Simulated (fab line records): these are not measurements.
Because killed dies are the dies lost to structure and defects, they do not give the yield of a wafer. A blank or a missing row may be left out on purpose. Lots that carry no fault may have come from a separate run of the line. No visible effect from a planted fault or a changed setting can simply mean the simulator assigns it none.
Split-lot experiment / flow rit_cmos / 23 wafers read across 5 lots, on a route 202 steps long

== THE SPLIT ==
At RIT_CONTACT_EXPOSE_05 (exposes mask M11, target cd 1000 nm), the setting dose_mj was moved away from the recipe's 250 on 8 of the 23 wafers read, by -6.3% to +6.0%. All remaining wafers had this setting at the recipe value.

== FROM THE SPLIT TO THE READING: what the file shows between them, 6 steps ==
- RIT_CONTACT_PEB_06
- RIT_CONTACT_DEVELOP_07: develop time 120 s
- RIT_CONTACT_CD_MEAS_08: target cd 1000 nm
- RIT_CONTACT_HARDBAKE_10: time 60 s
- RIT_CONTACT_ETCH_11: etches SiO2 in CHF3/CF4/Ar, stops on TiSi2, target depth 480 nm, time 320 s
- RIT_CONTACT_STRIP_12: strips in O2, time 180 s

== THE READING ==
Shown in nm: cd_nm at RIT_CONTACT_CD_MEAS_90, with target cd 1000 nm. A value of 1000.3 nm with a standard deviation of 1.9 nm is what fault-free wafers of this fab line usually give.

wafer=L077.1; tool, chamber at the split=iline_stepper-02, 0; dose_mj as run=262.6; against the recipe=+5.0%; cd_nm, nm=1012.3; against lot-mates on the recipe=+16.2
wafer=L077.3; tool, chamber at the split=iline_stepper-02, 0; dose_mj as run=250; against the recipe=recipe; cd_nm, nm=993.2; against lot-mates on the recipe=-
wafer=L077.4; tool, chamber at the split=iline_stepper-02, 0; dose_mj as run=250; against the recipe=recipe; cd_nm, nm=996.6; against lot-mates on the recipe=-
wafer=L077.5; tool, chamber at the split=iline_stepper-02, 0; dose_mj as run=262.6; against the recipe=+5.0%; cd_nm, nm=1006.6; against lot-mates on the recipe=+10.5
wafer=L077.6; tool, chamber at the split=iline_stepper-02, 0; dose_mj as run=250; against the recipe=recipe; cd_nm, nm=998.6; against lot-mates on the recipe=-
wafer=L080.1; tool, chamber at the split=iline_stepper-01, 0; dose_mj as run=250; against the recipe=recipe; cd_nm, nm=997.5; against lot-mates on the recipe=-
wafer=L080.2; tool, chamber at the split=iline_stepper-01, 0; dose_mj as run=234.2; against the recipe=-6.3%; cd_nm, nm=979.2; against lot-mates on the recipe=-19.8
wafer=L080.4; tool, chamber at the split=iline_stepper-01, 0; dose_mj as run=250; against the recipe=recipe; cd_nm, nm=996.9; against lot-mates on the recipe=-
wafer=L080.5; tool, chamber at the split=iline_stepper-01, 0; dose_mj as run=250; against the recipe=recipe; cd_nm, nm=1002.5; against lot-mates on the recipe=-
wafer=L080.6; tool, chamber at the split=iline_stepper-01, 0; dose_mj as run=234.2; against the recipe=-6.3%; cd_nm, nm=985.2; against lot-mates on the recipe=-13.8
wafer=L082.1; tool, chamber at the split=iline_stepper-02, 0; dose_mj as run=250; against the recipe=recipe; cd_nm, nm=1003.6; against lot-mates on the recipe=-
wafer=L082.3; tool, chamber at the split=iline_stepper-02, 0; dose_mj as run=250; against the recipe=recipe; cd_nm, nm=1000.8; against lot-mates on the recipe=-
wafer=L082.6; tool, chamber at the split=iline_stepper-02, 0; dose_mj as run=250; against the recipe=recipe; cd_nm, nm=1003.7; against lot-mates on the recipe=-
wafer=L084.1; tool, chamber at the split=iline_stepper-02, 0; dose_mj as run=250; against the recipe=recipe; cd_nm, nm=1003.3; against lot-mates on the recipe=-
wafer=L084.2; tool, chamber at the split=iline_stepper-02, 0; dose_mj as run=250; against the recipe=recipe; cd_nm, nm=998.1; against lot-mates on the recipe=-
wafer=L084.3; tool, chamber at the split=iline_stepper-02, 0; dose_mj as run=250; against the recipe=recipe; cd_nm, nm=1002.3; against lot-mates on the recipe=-
wafer=L084.4; tool, chamber at the split=iline_stepper-02, 0; dose_mj as run=242.2; against the recipe=-3.1%; cd_nm, nm=987.7; against lot-mates on the recipe=-13.5
wafer=L084.6; tool, chamber at the split=iline_stepper-02, 0; dose_mj as run=242.2; against the recipe=-3.1%; cd_nm, nm=991.6; against lot-mates on the recipe=-9.6
wafer=L085.1; tool, chamber at the split=iline_stepper-01, 0; dose_mj as run=250; against the recipe=recipe; cd_nm, nm=997.7; against lot-mates on the recipe=-
wafer=L085.3; tool, chamber at the split=iline_stepper-01, 0; dose_mj as run=265; against the recipe=+6.0%; cd_nm, nm=1013.7; against lot-mates on the recipe=+19.9
wafer=L085.4; tool, chamber at the split=iline_stepper-01, 0; dose_mj as run=250; against the recipe=recipe; cd_nm, nm=991.1; against lot-mates on the recipe=-
wafer=L085.5; tool, chamber at the split=iline_stepper-01, 0; dose_mj as run=250; against the recipe=recipe; cd_nm, nm=992.5; against lot-mates on the recipe=-
wafer=L085.6; tool, chamber at the split=iline_stepper-01, 0; dose_mj as run=265; against the recipe=+6.0%; cd_nm, nm=1015.2; against lot-mates on the recipe=+21.4

THE FIT
A straight line over all 23 wafers: cd_nm changes by +2.54 nm for each +1% of dose_mj; r = +0.91; the points scatter about the line by 3.7 nm.
The same after taking each lot's own level away (the mean of its wafers on the recipe; 23 wafers): +3 nm for each +1%; r = +0.96; scatter 2.8 nm.
On that fit, the largest move of dose_mj shifts the reading by 19 nm.
Across the lots, their own levels run from 993.77 to 1002.70 nm, a range of 4.7 times the standard deviation given above.
Thus the slope moves with the lot-to-lot level: the two fits are different.
Check: -18.6 nm against its lot-mates is what the line predicts for one of the wafers moved furthest among these (-6.3%) when that wafer is left out of the fit. Against them it came out at -19.8 nm.

== ADDITIONAL SPLITS CARRIED BY THESE WAFERS ==
These wafers also went through other splits before the reading. Each is held against what the fit with the lots' levels taken away leaves over:
other split on the same wafers=RIT_PSD_IMPLANT_08 dose_cm2; wafers away from the commonest value=7; r with cd_nm (lot level and that fit taken away)=+0.15
other split on the same wafers=RIT_SILICIDE_SPUTTER_01 power_w; wafers away from the commonest value=6; r with cd_nm (lot level and that fit taken away)=-0.17
other split on the same wafers=RIT_CONTACT_COAT_03 resist_thk_nm; wafers away from the commonest value=8; r with cd_nm (lot level and that fit taken away)=-0.80

== THE WHOLE CHAIN: every reading that the file lists as answering this split, in the file's order ==
step=RIT_CONTACT_CD_MEAS_08; what it does=target cd 1000 nm; reading=cd_nm; change (the file's fit)=+3.02 nm for each +1% of the setting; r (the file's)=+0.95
step=RIT_CONTACT_ETCH_11; what it does=etches SiO2 in CHF3/CF4/Ar, stops on TiSi2, target depth 480 nm, time 320 s; reading=CONTACT.cd_nm (the simulator's own value, which no gauge read); change (the file's fit)=+2.98 nm for each +1% of the setting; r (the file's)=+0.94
step=RIT_CONTACT_CD_MEAS_90; what it does=target cd 1000 nm; reading=cd_nm; change (the file's fit)=+3 nm for each +1% of the setting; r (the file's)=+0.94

== THE FILE'S OWN FIT ==
cd_nm changes by +3 nm for each +1% of dose_mj, r = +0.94.
